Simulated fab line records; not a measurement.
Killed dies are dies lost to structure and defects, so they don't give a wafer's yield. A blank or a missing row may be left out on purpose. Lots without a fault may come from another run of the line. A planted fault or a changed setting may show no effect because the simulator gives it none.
fab line records	flow berkeley_cmos170
record: lots: 13	wafers: 39	last_day: 13
route steps=331 shown PWELL@51 ACTIVE@63 PFIELD@80 FIELD@126
lots untouched by any fault: they come from a run of this same line in which no faults occurred
start_h: the number of hours between the record's first day and the start of the first shown wafer of the lot	wait_h: hours from the lot's prior step to this one	" as in the row above	L1.1+2: one row covering several wafers at once	- no value, or no start given	* or withheld: withheld	< > ~ a bound
route shown NAME@n: a module of which the file shows steps, and the number in the route of the first	usual: mean/standard deviation of fault-free wafers	same: alike in all rows	chamber/n: place in a boat	sites: per-site readings	_std_site: how widely they spread, as a standard deviation	_edge_site: the outer-site mean with the inner-site mean subtracted	radius_mm: how far each site lies from the wafer's centre	mask NAME#n: copy n	behind: tool/chamber where the wafer was last shaped	hold: why the lot was held/for how many hours/how that ended	device: which transistor (n, p or np) failed to switch	end of line: the route-end tests of the same wafers	a step without rows: its recipe alone	killed: not the wafer's yield, but the dies lost to structure and defects at the first sort	map: dies across one wafer; x = killed, . = not, _ = none there
set.NAME: the setting as run; set.NAME@STEP: as run at that earlier step	model.NAME: the simulator's own value behind a step, which no gauge read
a sample of lots followed through the steps of the route, with each step as a table and each wafer as a row
services: when a tool's chamber went out of use (start_h, in hours from the record's first day, below 0 if earlier), for how many hours, and the reason
== steps ==
step: UCB170_PWELL_TW_MEAS_17
usual: PWELL_TW: 380/3.2
lot.wafer	tool	chamber	start_h	wait_h	PWELL_TW
L527.2	film_metro-04	-	51.76	0.1	379
L527.4	"	-	"	"	379
L527.5	"	-	"	"	378
L528.1	film_metro-01	-	62.72	0.1	377
L528.2	"	-	"	"	376
L528.6	"	-	"	"	376
L529.1	film_metro-03	-	70.29	0.1	380
L529.3	"	-	"	"	381
L529.4	"	-	"	"	380
L530.1	film_metro-04	-	70.47	0.1	381
L530.2	"	-	"	"	381
L530.3	"	-	"	"	380
L534.1	film_metro-01	-	96.29	0.1	377
L534.2	"	-	"	"	376
L534.3	"	-	"	"	375
L537.3	film_metro-03	-	104.26	0.1	384
L537.4	"	-	"	"	382
L537.6	"	-	"	"	383
L539.1	film_metro-04	-	119.75	0.1	379
L539.4	"	-	"	"	379
L539.6	"	-	"	"	380
L541.1	film_metro-01	-	127.71	0.1	378
L541.3	"	-	"	"	377
L541.6	"	-	"	"	376
L542.2	film_metro-03	-	135.54	0.1	384
L542.5	"	-	"	"	383
L542.6	"	-	"	"	386
L545.1	film_metro-01	-	145.78	0.1	378
L545.4	"	-	"	"	378
L545.5	"	-	"	"	378
L548.3	film_metro-04	-	161.66	0.1	377
L548.4	"	-	"	"	381
L548.6	"	-	"	"	379
L549.1	film_metro-03	-	161.85	0.1	384
L549.2	"	-	"	"	386
L549.3	"	-	"	"	384
L550.3	film_metro-01	-	172.98	0.1	377
L550.4	"	-	"	"	377
L550.6	"	-	"	"	377
step: UCB170_ACTIVE_THK_MEAS_03
recipe: reads: SiO2_of_ACTIVE_OXIDATION_02
usual: ACTIVE_OXIDE_THK: 26.3/0.53
lot.wafer	tool	chamber	start_h	wait_h	ACTIVE_OXIDE_THK[nm]
L527.2	film_metro-02	-	73.26	0.0	25.6
L527.4	"	-	"	"	25.9
L527.5	"	-	"	"	25.7
L528.1	film_metro-02	-	91.62	0.0	26.1
L528.2	"	-	"	"	26.6
L528.6	"	-	"	"	26.7
L529.1	film_metro-03	-	99.08	0.0	27.0
L529.3	"	-	"	"	26.5
L529.4	"	-	"	"	26.5
L530.1	film_metro-04	-	99.08	0.0	27.4
L530.2	"	-	"	"	27.5
L530.3	"	-	"	"	27.8
L534.1	film_metro-03	-	117.28	0.0	26.6
L534.2	"	-	"	"	26.7
L534.3	"	-	"	"	26.7
L537.3	film_metro-03	-	128.41	0.0	25.9
L537.4	"	-	"	"	26.7
L537.6	"	-	"	"	26.5
L539.1	film_metro-02	-	142.62	0.0	27.7
L539.4	"	-	"	"	26.8
L539.6	"	-	"	"	27.0
L541.1	film_metro-03	-	155.40	0.0	26.6
L541.3	"	-	"	"	26.6
L541.6	"	-	"	"	26.4
L542.2	film_metro-04	-	159.84	0.0	26.7
L542.5	"	-	"	"	26.7
L542.6	"	-	"	"	26.9
L545.1	film_metro-03	-	173.55	0.0	26.4
L545.4	"	-	"	"	26.2
L545.5	"	-	"	"	25.9
L548.3	film_metro-03	-	186.41	0.0	25.3
L548.4	"	-	"	"	25.4
L548.6	"	-	"	"	25.6
L549.1	film_metro-02	-	186.45	0.1	26.2
L549.2	"	-	"	"	25.9
L549.3	"	-	"	"	25.9
L550.3	film_metro-02	-	195.52	0.0	25.8
L550.4	"	-	"	"	25.9
L550.6	"	-	"	"	25.5
step: UCB170_PFIELD_COAT_01
recipe: resist: KrF	spin_rpm: 1500	resist_thk_nm: 900
usual: exhaust_pa: 44.9/0.83	spin_speed_rpm: 1500.2/0.94
lot.wafer	tool	chamber	start_h	wait_h	exhaust_pa	spin_speed_rpm
L527.2	litho_track-03	0	84.09	0.1	44.6	1500.1
L527.4	"	0	"	"	44.6	1500.0
L527.5	"	0	"	"	44.7	1500.2
L528.1	litho_track-02	0	103.38	0.1	45.1	1502.0
L528.2	"	0	"	"	43.7	1500.4
L528.6	"	0	"	"	44.6	1500.1
L529.1	litho_track-03	0	108.99	0.1	44.0	1500.6
L529.3	"	0	"	"	44.4	1500.8
L529.4	"	0	"	"	44.2	1501.1
L530.1	litho_track-04	0	109.22	0.1	44.6	1501.0
L530.2	"	0	"	"	43.5	1499.9
L530.3	"	0	"	"	45.8	1501.2
L534.1	litho_track-02	0	131.50	0.1	46.2	1500.2
L534.2	"	0	"	"	44.3	1497.3
L534.3	"	0	"	"	44.5	1500.2
L537.3	litho_track-03	0	138.10	0.1	44.2	1273.5
L537.4	"	0	"	"	45.2	1272.5
L537.6	"	0	"	"	43.7	1272.0
L539.1	litho_track-03	0	155.05	0.1	46.0	1273.7
L539.4	"	0	"	"	46.3	1272.1
L539.6	"	0	"	"	44.6	1272.8
L541.1	litho_track-02	0	167.44	0.1	44.8	1502.1
L541.3	"	0	"	"	44.9	1501.2
L541.6	"	0	"	"	45.2	1501.6
L542.2	litho_track-02	0	169.19	0.1	44.2	1499.7
L542.5	"	0	"	"	45.8	1499.7
L542.6	"	0	"	"	45.2	1499.0
L545.1	litho_track-02	0	183.93	0.1	44.4	1498.0
L545.4	"	0	"	"	44.3	1498.8
L545.5	"	0	"	"	44.1	1498.6
L548.3	litho_track-04	0	198.37	0.1	45.1	1501.2
L548.4	"	0	"	"	44.4	1499.7
L548.6	"	0	"	"	44.7	1500.4
L549.1	litho_track-02	0	198.46	0.1	44.7	1501.1
L549.2	"	0	"	"	43.5	1499.2
L549.3	"	0	"	"	44.5	1502.1
L550.3	litho_track-02	0	206.34	0.1	43.8	1499.7
L550.4	"	0	"	"	44.0	1497.8
L550.6	"	0	"	"	44.2	1498.7
step: UCB170_PFIELD_STRIP_08
recipe: chemistry: O2	power_w: 400	pressure_mtorr: 3500	platen_temp_c: withheld	o2_flow_sccm: 400	overash_fraction: 0.5
usual: drypump_motor_current_A: 5.9/0.4	o2_flow_sccm: 399.9/1.2	oes_product_au: 0.734/0.0045	strip_time_to_endpoint_s: 21.64/0.056
lot.wafer	tool	chamber	start_h	wait_h	drypump_motor_current_A	o2_flow_sccm	oes_product_au	rf_hours_counter_h	strip_time_to_endpoint_s
L527.2	plasma_asher-03	1	85.06	0.1	5.2	401.2	0.732	39	21.66
L527.4	"	1	"	"	5.2	400.4	0.733	-	21.67
L527.5	"	1	"	"	5.2	399.1	0.733	-	21.68
L528.1	plasma_asher-03	0	104.59	0.1	5.8	401.4	0.733	40	21.67
L528.2	"	1	"	"	5.3	400.0	0.733	40	21.69
L528.6	"	0	"	"	5.8	400.0	0.738	-	21.70
L529.1	plasma_asher-01	0	110.47	0.1	6.1	399.5	0.748	40	21.61
L529.3	"	1	"	"	6.2	399.0	0.726	-	21.62
L529.4	"	0	"	"	6.1	399.2	0.732	-	21.64
L530.1	plasma_asher-03	0	110.75	0.1	5.8	401.4	0.733	41	21.65
L530.2	"	1	"	"	5.3	400.7	0.732	41	21.59
L530.3	"	0	"	"	5.8	402.5	0.734	-	21.63
L534.1	plasma_asher-01	0	132.75	0.1	6.0	401.1	0.732	43	21.52
L534.2	"	1	"	"	6.3	400.4	0.730	43	21.62
L534.3	"	1	"	"	6.3	400.0	0.730	-	21.61
L537.3	plasma_asher-02	1	139.64	0.1	6.2	400.5	0.736	-	23.44
L537.4	"	0	"	"	6.3	401.7	0.738	-	23.52
L537.6	"	1	"	"	6.2	400.0	0.732	-	23.49
L539.1	plasma_asher-03	1	155.97	0.1	5.2	400.3	0.732	46	23.47
L539.4	"	1	"	"	5.2	401.0	0.729	-	23.47
L539.6	"	1	"	"	5.3	400.3	0.739	-	23.45
L541.1	plasma_asher-03	0	169.09	0.1	5.8	396.8	0.735	47	21.68
L541.3	"	1	"	"	5.2	399.9	0.732	-	21.70
L541.6	"	0	"	"	5.8	399.2	0.741	-	21.65
L542.2	plasma_asher-03	1	170.49	0.1	5.2	401.4	0.733	47	21.63
L542.5	"	0	"	"	5.8	400.1	0.733	-	21.65
L542.6	"	1	"	"	5.3	400.1	0.745	-	21.64
L545.1	plasma_asher-03	1	184.93	0.1	5.3	401.4	0.735	49	21.69
L545.4	"	1	"	"	5.3	401.2	0.732	-	21.70
L545.5	"	1	"	"	5.3	401.9	0.728	-	21.71
L548.3	plasma_asher-01	0	199.46	0.1	6.1	401.8	0.734	-	21.65
L548.4	"	1	"	"	6.3	399.9	0.734	-	21.61
L548.6	"	0	"	"	6.1	401.1	0.728	-	21.65
L549.1	plasma_asher-03	1	199.81	0.1	5.3	400.1	0.735	51	21.74
L549.2	"	0	"	"	5.8	400.5	0.735	51	21.66
L549.3	"	1	"	"	5.3	398.4	0.729	-	21.73
L550.3	plasma_asher-02	1	207.44	0.1	6.3	400.8	0.729	-	21.73
L550.4	"	0	"	"	6.3	397.9	0.736	-	21.72
L550.6	"	1	"	"	6.3	401.7	0.730	-	21.67
step: UCB170_FIELD_THK_MEAS_91
recipe: reads: SiO2_of_FIELD_OXIDATION_01
usual: FIELD_OXIDE_LEFT_2_THK: 351/9
lot.wafer	tool	chamber	start_h	wait_h	FIELD_OXIDE_LEFT_2_THK[nm]
L527.2	film_metro-03	-	122.61	0.0	367
L527.4	"	-	"	"	369
L527.5	"	-	"	"	367
L528.1	film_metro-03	-	137.60	0.0	359
L528.2	"	-	"	"	359
L528.6	"	-	"	"	361
L530.1	film_metro-04	-	150.44	0.0	356
L530.2	"	-	"	"	365
L530.3	"	-	"	"	364
L529.1	film_metro-01	-	151.16	0.0	352
L529.3	"	-	"	"	351
L529.4	"	-	"	"	353
L534.1	film_metro-01	-	171.42	0.0	358
L534.2	"	-	"	"	360
L534.3	"	-	"	"	360
L537.3	film_metro-01	-	179.48	0.1	347
L537.4	"	-	"	"	353
L537.6	"	-	"	"	352
L539.1	film_metro-03	-	195.48	0.0	355
L539.4	"	-	"	"	359
L539.6	"	-	"	"	350
L542.2	film_metro-03	-	206.06	0.0	334
L542.5	"	-	"	"	337
L542.6	"	-	"	"	346
L541.1	film_metro-03	-	206.27	0.0	353
L541.3	"	-	"	"	355
L541.6	"	-	"	"	349
L545.1	film_metro-01	-	221.64	0.0	345
L545.4	"	-	"	"	346
L545.5	"	-	"	"	335
L549.1	film_metro-04	-	235.08	0.0	353
L549.2	"	-	"	"	339
L549.3	"	-	"	"	345
L548.3	film_metro-01	-	235.37	0.0	333
L548.4	"	-	"	"	352
L548.6	"	-	"	"	340
L550.3	film_metro-01	-	251.07	0.0	359
L550.4	"	-	"	"	367
L550.6	"	-	"	"	353
== services ==
tool	chamber	start_h	hours	kind
plasma_asher-03	-	97.82	3.0	repair
plasma_asher-02	-	108.75	9.0	pm
plasma_asher-02	0	108.75	9.0	vent_cycle
plasma_asher-02	1	108.75	9.0	vent_cycle
plasma_asher-02	0	117.75	-	clean
plasma_asher-02	1	117.75	-	clean
plasma_asher-03	-	127.12	1.0	repair
== key ==
first_sign: step: UCB170_PFIELD_COAT_01	reading: spin_speed_rpm	direction: down	sigmas: 99+	usual: 1500.2	struck: 1272.8
effect: step: UCB170_PFIELD_STRIP_08	reading: strip_time_to_endpoint_s	direction: up	sigmas: 33	usual: *	struck: *
met_at UCB170_PFIELD_COAT_01
struck_lots L537,L539
sort_left_out L537.3,L537.4,L537.6
tester_left_out L537,L539
not_acting_at UCB170_PWELL_TW_MEAS_17,UCB170_ACTIVE_THK_MEAS_03,UCB170_FIELD_THK_MEAS_91
onset_between 108.99 138.10
fault: kind: process_parameter_drift	tool: litho_track-03	chamber: -	onset_h: 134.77	steps: UCB170_PFIELD_COAT_01	channel: spin_rpm	offset: -227.78	shape: step	end_h: 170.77	acts_in: these_recipes_only	stated: 1500
tester_left_out: of these lots the tester's yield and bins aren't shown, on N5 and GAA mostly nor the transistor test; their killed dies are dies lost to structure and defects alone, not to doping, threshold or leakage, so they don't give the yield
sort_left_out: the simulated sort isn't trusted on such a fault, so these wafers' sort isn't shown, and their yield isn't known
